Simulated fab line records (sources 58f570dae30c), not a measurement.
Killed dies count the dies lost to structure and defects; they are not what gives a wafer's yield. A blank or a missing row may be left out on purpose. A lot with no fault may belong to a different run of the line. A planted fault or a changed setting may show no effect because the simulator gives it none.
Split-lot study / flow berkeley cmos170 / 5 lots, 23 wafers read, on a route of 331 steps

SPLIT DETAILS
At UCB170_START_OXIDATION_02 (target thk 20 nm, ox time 1800 s), the setting temp c was moved away from the recipe's 950 C on 20 of the 23 wafers read, by -2.7% to +1.9%. This setting was run at the recipe's value on the other wafers.

Between the split and the reading, the file records no step.

THE READING
START_OXIDE_THK, in nm, at UCB170_START_THK_MEAS_03. A value of 20.02 nm with a standard deviation of 0.28 nm is what fault-free wafers of this fab line usually give.

wafer=L076.2; tool, chamber at the split=-, -; temp c as run, C=936.5; against the recipe=-1.4%; START_OXIDE_THK, nm=17.23; against lot-mates on the recipe=no lot-mate on the recipe
wafer=L076.3; tool, chamber at the split=-, -; temp c as run, C=936.5; against the recipe=-1.4%; START_OXIDE_THK, nm=17.04; against lot-mates on the recipe=no lot-mate on the recipe
wafer=L076.4; tool, chamber at the split=-, -; temp c as run, C=936.5; against the recipe=-1.4%; START_OXIDE_THK, nm=17.12; against lot-mates on the recipe=no lot-mate on the recipe
wafer=L076.5; tool, chamber at the split=-, -; temp c as run, C=936.5; against the recipe=-1.4%; START_OXIDE_THK, nm=17.02; against lot-mates on the recipe=no lot-mate on the recipe
wafer=L076.6; tool, chamber at the split=-, -; temp c as run, C=936.5; against the recipe=-1.4%; START_OXIDE_THK, nm=17.33; against lot-mates on the recipe=no lot-mate on the recipe
wafer=L078.1; tool, chamber at the split=-, -; temp c as run, C=967.9; against the recipe=+1.9%; START_OXIDE_THK, nm=23.68; against lot-mates on the recipe=no lot-mate on the recipe
wafer=L078.2; tool, chamber at the split=-, -; temp c as run, C=967.9; against the recipe=+1.9%; START_OXIDE_THK, nm=23.58; against lot-mates on the recipe=no lot-mate on the recipe
wafer=L078.3; tool, chamber at the split=-, -; temp c as run, C=967.9; against the recipe=+1.9%; START_OXIDE_THK, nm=23.63; against lot-mates on the recipe=no lot-mate on the recipe
wafer=L078.4; tool, chamber at the split=-, -; temp c as run, C=967.9; against the recipe=+1.9%; START_OXIDE_THK, nm=23.68; against lot-mates on the recipe=no lot-mate on the recipe
wafer=L078.5; tool, chamber at the split=-, -; temp c as run, C=967.9; against the recipe=+1.9%; START_OXIDE_THK, nm=23.84; against lot-mates on the recipe=no lot-mate on the recipe
wafer=L080.1; tool, chamber at the split=-, -; temp c as run, C=926.3; against the recipe=-2.5%; START_OXIDE_THK, nm=15.13; against lot-mates on the recipe=no lot-mate on the recipe
wafer=L080.2; tool, chamber at the split=-, -; temp c as run, C=926.3; against the recipe=-2.5%; START_OXIDE_THK, nm=15.31; against lot-mates on the recipe=no lot-mate on the recipe
wafer=L080.3; tool, chamber at the split=-, -; temp c as run, C=926.3; against the recipe=-2.5%; START_OXIDE_THK, nm=15.59; against lot-mates on the recipe=no lot-mate on the recipe
wafer=L080.4; tool, chamber at the split=-, -; temp c as run, C=926.3; against the recipe=-2.5%; START_OXIDE_THK, nm=14.95; against lot-mates on the recipe=no lot-mate on the recipe
wafer=L080.6; tool, chamber at the split=-, -; temp c as run, C=926.3; against the recipe=-2.5%; START_OXIDE_THK, nm=15.36; against lot-mates on the recipe=no lot-mate on the recipe
wafer=L081.2; tool, chamber at the split=furnace-04, 0; temp c as run, C=950; against the recipe=recipe; START_OXIDE_THK, nm=20.40; against lot-mates on the recipe=-
wafer=L081.3; tool, chamber at the split=furnace-04, 0; temp c as run, C=950; against the recipe=recipe; START_OXIDE_THK, nm=20.39; against lot-mates on the recipe=-
wafer=L081.4; tool, chamber at the split=furnace-04, 0; temp c as run, C=950; against the recipe=recipe; START_OXIDE_THK, nm=20.31; against lot-mates on the recipe=-
wafer=L085.2; tool, chamber at the split=-, -; temp c as run, C=924; against the recipe=-2.7%; START_OXIDE_THK, nm=14.75; against lot-mates on the recipe=no lot-mate on the recipe
wafer=L085.3; tool, chamber at the split=-, -; temp c as run, C=924; against the recipe=-2.7%; START_OXIDE_THK, nm=15.00; against lot-mates on the recipe=no lot-mate on the recipe
wafer=L085.4; tool, chamber at the split=-, -; temp c as run, C=924; against the recipe=-2.7%; START_OXIDE_THK, nm=14.68; against lot-mates on the recipe=no lot-mate on the recipe
wafer=L085.5; tool, chamber at the split=-, -; temp c as run, C=924; against the recipe=-2.7%; START_OXIDE_THK, nm=14.74; against lot-mates on the recipe=no lot-mate on the recipe
wafer=L085.6; tool, chamber at the split=-, -; temp c as run, C=924; against the recipe=-2.7%; START_OXIDE_THK, nm=14.68; against lot-mates on the recipe=no lot-mate on the recipe

THE FIT
A straight line over all 23 wafers: START_OXIDE_THK changes by +1.94 nm for each +1% of temp c; r = +1.00; the points scatter about the line by 0.2 nm.
Too few moved wafers have a lot-mate on the recipe to fit a line with each lot's own level taken away.

THE WHOLE CHAIN: every reading that the file lists as answering this split, in the file's order
step=UCB170_START_OXIDATION_02; what it does=target thk 20 nm, ox time 1800 s; reading=SiO2_of_START_OXIDATION_02.thk nm (the simulator's own value, which no gauge read); change (the file's fit)=+1.94 nm for each +1% of the setting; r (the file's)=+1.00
step=UCB170_START_THK_MEAS_03; what it does=; reading=START_OXIDE_THK; change (the file's fit)=+1.94 for each +1% of the setting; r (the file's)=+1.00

THE FILE'S OWN FIT
START_OXIDE_THK changes by +1.94 nm for each +1% of temp c, r = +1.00.
